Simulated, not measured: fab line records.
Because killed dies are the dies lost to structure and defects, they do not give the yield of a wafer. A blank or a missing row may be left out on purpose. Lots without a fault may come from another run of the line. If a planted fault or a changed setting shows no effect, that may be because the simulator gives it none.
Comparing a struck lot with a sound one -- flow rit_cmos -- 43 out of 202 route steps
Sound: the wafers L505.3, L505.4, L505.6. Wafers struck: L513.2, L513.4, L513.5. At the end, the cause is stated.
For every step that has rows: the tool of each side, followed by ch and its chambers, followed by its first start. Under that, the readings that differ: sound wafers -- struck wafers -- difference of the means -- sigmas: that difference in standard deviations of wafers without a fault.
alike: readings with means less than 2 such deviations apart, plus words and numbers identical on both sides. not compared: withheld readings, readings lacking a value on some wafer, bounds such as >300 that could conceal the same value, and numbers that have no deviation in the record and whose values overlap.
A row with sigmas, a row that says differs or no value, or rows on one side alone: a step with any of these is where the two part. Non-overlapping numbers with no deviation appear without sigmas and do not part them. A reading that every wafer of one side lacks parts them only if that side has two wafers or more.

first, 3 steps without rows for these wafers: RIT_REOX_CLEAN_01 (cleans in dHF, time 30 s); RIT_REOX_CLEAN_02 (cleans in SC2, time 600 s); RIT_REOX_OXIDATION_03 (target thk 25.2 nm, ox time 5804 s).
RIT_REOX_THK_MEAS_04:
  sound on film_metro-02, day 5 14:23; struck on film_metro-02, day 7 03:05
  alike: REOX_OXIDE_THK
then, 6 steps without rows for these wafers: RIT_NLDD_HMDS_00 (prime time 60 s); RIT_NLDD_COAT_01 (resist thk 1000 nm); RIT_NLDD_SOFTBAKE_02 (time 60 s); RIT_NLDD_EXPOSE_03 (exposes mask M7, target cd 40700 nm); RIT_NLDD_PEB_04; RIT_NLDD_DEVELOP_05 (develop time 50 s).
RIT_NLDD_OVL_MEAS_06:
  sound on overlay-01, day 5 15:26; struck on overlay-01, day 7 04:07
  alike: NLDD_OVL
then, 1 step without rows for these wafers: RIT_NLDD_HARDBAKE_07 (time 60 s).
RIT_NLDD_IMPLANT_08:
  sound on implanter-04 ch 0, day 5 15:40; struck on implanter-01 ch 0, day 7 04:19
reading,sound,struck,difference,sigmas
beam_on_s (s),10.21 9.79 10.22,14.28 14.03 14.43,+4.17,+22
faraday_current_uA,1532 1607 1537,1095 1123 1088,-457,-16
  alike: dose_ions_cm2
RIT_NLDD_STRIP_09: strips in O2, time 180 s.
  sound on plasma_asher-04 ch 0,1, day 5 15:49; struck on plasma_asher-02 ch 0,1, day 7 04:27
  alike: drypump_motor_current_A
  not compared: rf_hours_counter_h
RIT_NLDD_TW_MEAS_10:
  sound on film_metro-03, day 5 15:57; struck on film_metro-01, day 7 04:52
reading,sound,struck,difference,sigmas
NLDD_TW,2470 2475 2477,2714 2732 2726,+250,+21
  not compared: hold
then, 5 steps without rows for these wafers: RIT_PLDD_COAT_01 (resist thk 1012 nm); RIT_PLDD_SOFTBAKE_02 (time 60 s); RIT_PLDD_EXPOSE_03 (exposes mask M8, target cd 40900 nm); RIT_PLDD_PEB_04; RIT_PLDD_DEVELOP_05 (develop time 50 s).
RIT_PLDD_OVL_MEAS_06:
  sound on overlay-02, day 5 16:53; struck on overlay-02, day 7 11:49
  alike: PLDD_OVL
then, 2 steps without rows for these wafers: RIT_PLDD_HARDBAKE_07 (time 60 s); RIT_PLDD_IMPLANT_08.
RIT_PLDD_STRIP_09: strips in O2, time 180 s.
  sound on plasma_asher-04 ch 0,1, day 5 17:16; struck on plasma_asher-03 ch 0, day 7 12:08
  alike: drypump_motor_current_A
  not compared: rf_hours_counter_h
RIT_PLDD_TW_MEAS_10:
  sound on film_metro-03, day 5 17:24; struck on film_metro-04, day 7 12:20
  alike: PLDD_TW
then, 4 steps without rows for these wafers: RIT_SPACER_CLEAN_00 (cleans in SC1, time 600 s); RIT_SPACER_CLEAN_01 (cleans in dHF, time 30 s); RIT_SPACER_CLEAN_02 (cleans in SC2, time 600 s); RIT_SPACER_CVD_03 (deposits Si3N4 from SiH2Cl2/NH3, target thk 250 nm, time 3300 s).
RIT_SPACER_THK_MEAS_04:
  sound on film_metro-02, day 5 19:44; struck on film_metro-03, day 7 15:29
  alike: SPACER_NITRIDE_THK
RIT_SPACER_ETCHBACK_05: etches Si3N4 in SF6/CHF3, stops on SiO2, target depth 250 nm, time 240 s.
  sound on rie_diel-02 ch 2,3, day 5 19:47; struck on rie_diel-02 ch 0,1,2, day 7 15:32
  alike: drypump_motor_current_A, oes_product_au, throttle_valve_pct
  not compared: rf_hours_counter_h
then, 6 steps without rows for these wafers: RIT_NSD_HMDS_00 (prime time 60 s); RIT_NSD_COAT_01 (resist thk 1000 nm); RIT_NSD_SOFTBAKE_02 (time 60 s); RIT_NSD_EXPOSE_03 (exposes mask M9, target cd 40700 nm); RIT_NSD_PEB_04; RIT_NSD_DEVELOP_05 (develop time 50 s).
RIT_NSD_OVL_MEAS_06:
  sound on overlay-02, day 5 20:48; struck on overlay-02, day 7 16:41
  alike: NSD_OVL
then, 2 steps without rows for these wafers: RIT_NSD_HARDBAKE_07 (time 60 s); RIT_NSD_IMPLANT_08.
RIT_NSD_STRIP_09: strips in O2, time 180 s.
  sound on plasma_asher-02 ch 0,1, day 5 21:21; struck on plasma_asher-03 ch 0,1, day 7 17:07
  alike: drypump_motor_current_A
  not compared: rf_hours_counter_h
RIT_SDANNEAL_RS_MEAS_07: measurement is done with a four-point probe.
  sound on film_metro-01, day 6 00:01; struck on film_metro-01, day 7 20:17
reading,sound,struck,difference,sigmas
NLDD_RS (ohm/sq),150.8 151.0 150.5,113.3 113.5 113.3,-37.4,-68
  not compared: hold
next, for these wafers, 1 step has no rows: RIT_M1_PROBE_99.

## WHERE THEY PART
First at RIT_NLDD_IMPLANT_08; last, within this record, at RIT_SDANNEAL_RS_MEAS_07.

WHY: what the simulator had put in
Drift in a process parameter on implanter-01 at RIT_NLDD_IMPLANT_08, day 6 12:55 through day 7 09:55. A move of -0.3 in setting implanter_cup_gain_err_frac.
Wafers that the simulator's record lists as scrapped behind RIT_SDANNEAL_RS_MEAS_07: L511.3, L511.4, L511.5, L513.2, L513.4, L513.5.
